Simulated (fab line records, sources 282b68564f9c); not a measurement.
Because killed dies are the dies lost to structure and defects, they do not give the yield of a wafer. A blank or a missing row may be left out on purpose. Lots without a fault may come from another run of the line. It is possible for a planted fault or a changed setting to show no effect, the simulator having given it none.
fab line records	flow ritCmos
record: lots: 14	wafers: 42	lastDay: 7
route steps=202 shown PLDD@115 M1@202
lots untouched by any fault: they come from a run of this same line in which no faults occurred
startH: hours from the record's opening day to when the first of the lot's shown wafers began	waitH: hours from the lot's prior step to this one	" repeats the value in the row above	L1.1+2: several wafers, shown together as one row	- either no value or no given start	* or withheld: withheld	< > ~ a bound
route shown NAME@n: a module of which the file shows steps, and the number in the route of the first	usual: mean/standard deviation of fault-free wafers	same: alike in all rows	chamber/n: place in a boat	sites: readings site by site	_std_site: standard deviation across them	_edge_site: the outer-site mean with the inner-site mean subtracted	radiusMm: for every site, how far away it sits from the centre of the wafer	mask NAME#n: copy n	behind: tool/chamber where the wafer was last shaped	hold: cause of the lot's hold/its duration in hours/its outcome	device: the transistor (n, p or np) that didn't switch	end of line: tests run on the same wafers once the route is complete	a step with no rows: only its recipe	killed: dies that structure and defects cost at the first sort, which is not the same as the wafer's yield	map: shows each die of a wafer: x if killed, . if not, _ if none is there
set.NAME: the run value of the setting; set.NAME@STEP: its run value at that earlier step	model.NAME: the simulator's own value behind a step, which no gauge read
steps of the route over a sample of lots; a table a step, a row a wafer
== steps ==
step: RIT_PLDD_COAT_01
recipe: resist: NOVOLAK	spinRpm: 3250	resistThkNm: 1000
usual: spinSpeedRpm: 3250.6/2.1
lot.wafer	tool	chamber	startH	waitH	spinSpeedRpm
L328.1	lithoTrack-04	0	57.27	0.1	3250.0
L328.4	"	0	"	"	3252.5
L328.5	"	0	"	"	3252.4
L330.2	lithoTrack-03	0	63.92	0.1	3249.9
L330.3	"	0	"	"	3253.8
L330.6	"	0	"	"	3251.4
L332.1	lithoTrack-03	0	73.84	0.1	3250.1
L332.4	"	0	"	"	3249.7
L332.6	"	0	"	"	3247.2
L333.1	lithoTrack-01	0	79.15	0.1	3250.9
L333.3	"	0	"	"	3250.0
L333.6	"	0	"	"	3251.9
L334.2	lithoTrack-03	0	85.71	0.1	3252.1
L334.3	"	0	"	"	3247.8
L334.5	"	0	"	"	3249.2
L337.1	lithoTrack-03	0	98.98	0.1	3250.9
L337.2	"	0	"	"	3250.0
L337.3	"	0	"	"	3253.2
L338.2	lithoTrack-03	0	104.64	0.1	3251.5
L338.3	"	0	"	"	3250.8
L338.6	"	0	"	"	3252.5
L340.2	lithoTrack-04	0	111.97	0.1	3251.3
L340.3	"	0	"	"	3249.3
L340.5	"	0	"	"	3249.5
L341.1	lithoTrack-04	0	118.45	0.1	3250.4
L341.2	"	0	"	"	3248.1
L341.3	"	0	"	"	3248.7
L342.1	lithoTrack-01	0	121.00	0.1	3250.2
L342.3	"	0	"	"	3245.2
L342.4	"	0	"	"	3249.7
L343.2	lithoTrack-04	0	122.57	0.1	3537.9
L343.4	"	0	"	"	3536.5
L343.5	"	0	"	"	3537.9
L345.1	lithoTrack-04	0	138.67	0.1	3535.8
L345.2	"	0	"	"	3532.9
L345.5	"	0	"	"	3533.1
L346.1	lithoTrack-01	0	142.67	0.1	3254.0
L346.2	"	0	"	"	3253.3
L346.4	"	0	"	"	3250.4
L350.1	lithoTrack-03	0	157.98	0.1	3249.4
L350.2	"	0	"	"	3251.1
L350.4	"	0	"	"	3250.6
step: RIT_M1_PROBE_99
usual: killedAtContacts: 0.1/0.31	killedAtFrontEnd: 7/3	killedDies: 7/3	killedOpen: 3.2/1.9	killedShort: 3.6/2.2
same: grossDies: 264	killed_at_M0_to_M3: 0	killed_at_M4_up: 0	killedAtBackSide: 0	killedAtOther: 0
lot.wafer	tool	chamber	startH	waitH	killedAtContacts	killedAtFrontEnd	killedDies	killedOpen	killedShort
L332.1	prober-01	-	88.76	0.1	0	14	14	9	5
L332.4	prober-01	-	88.91	0.2	0	3	3	2	1
L332.6	prober-01	-	89.01	0.2	0	6	6	5	1
L333.1	prober-02	-	94.39	0.1	0	7	7	3	4
L333.3	prober-02	-	94.49	0.2	0	10	10	5	5
L333.6	prober-02	-	94.64	0.2	0	15	15	10	5
L340.2	prober-01	-	127.16	0.1	0	10	10	5	5
L340.3	prober-01	-	127.21	0.2	1	4	5	4	1
L340.5	prober-01	-	127.31	0.2	0	6	6	4	2
killed by level:class
L332.1 GATE:geometricParticle:open=5 FOX1:geometricParticle:short=3 FOX1:geometricParticle:open=1 FOX2:geometricParticle:open=1 FOX2:geometricParticle:short=1 REOX:geometricParticle:open=1 SPACER:geometricParticle:short=1 SPACER:geometricParticle:open=1
L332.4 FOX1:geometricParticle:open=1 SPACER:geometricParticle:short=1 SPACER:geometricParticle:open=1
L332.6 FOX1:geometricParticle:open=2 SPACER:geometricParticle:open=2 FOX2:geometricParticle:short=1 GATE:geometricParticle:open=1
L333.1 FOX2:geometricParticle:short=1 FOX2:geometricParticle:open=1 GATE:geometricParticle:short=1 GATE:geometricParticle:open=1 REOX:geometricParticle:short=1 SPACER:geometricParticle:open=1 SILICIDE:geometricParticle:short=1
L333.3 GATE:geometricParticle:short=2 GATE:geometricParticle:open=2 REOX:geometricParticle:short=2 SPACER:geometricParticle:open=2 REOX:geometricParticle:open=1 SPACER:geometricParticle:short=1
L333.6 GATE:geometricParticle:open=6 FOX2:geometricParticle:short=2 REOX:geometricParticle:open=2 FOX1:geometricParticle:short=1 FOX1:geometricParticle:open=1 GATE:geometricParticle:short=1 SPACER:geometricParticle:short=1 SPACER:geometricParticle:open=1
L340.2 SILICIDE:geometricParticle:open=3 SILICIDE:geometricParticle:short=2 FOX2:geometricParticle:open=1 FOX2:geometricParticle:short=1 GATE:geometricParticle:short=1 REOX:geometricParticle:open=1 REOX:geometricParticle:short=1
L340.3 GATE:geometricParticle:open=2 REOX:geometricParticle:open=1 SILICIDE:geometricParticle:open=1 CONTACT:geometricParticle:short=1
L340.5 GATE:geometricParticle:open=2 GATE:geometricParticle:short=2 REOX:geometricParticle:open=1 SILICIDE:geometricParticle:open=1
== key ==
firstSign: step: RIT_PLDD_COAT_01	reading: spinSpeedRpm	direction: up	sigmas: 99+	usual: 3250.6	struck: 3535.7
effect none on later readings
metAt RIT_PLDD_COAT_01
struckLots L343,L345
testerLeftOut L343,L345
onsetBetween 118.45 122.57
fault: kind: processParameterDrift	tool: lithoTrack-04	chamber: -	onsetH: 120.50	steps: RIT_PLDD_COAT_01	channel: spinRpm	offset: 286.94	shape: step	endH: 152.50	actsIn: theseRecipesOnly	stated: 3250
testerLeftOut: of these lots the tester's yield and bins aren't shown, on N5 and GAA mostly nor the transistor test; their killed dies are dies lost to structure and defects alone, not to doping, threshold or leakage, so they don't give the yield
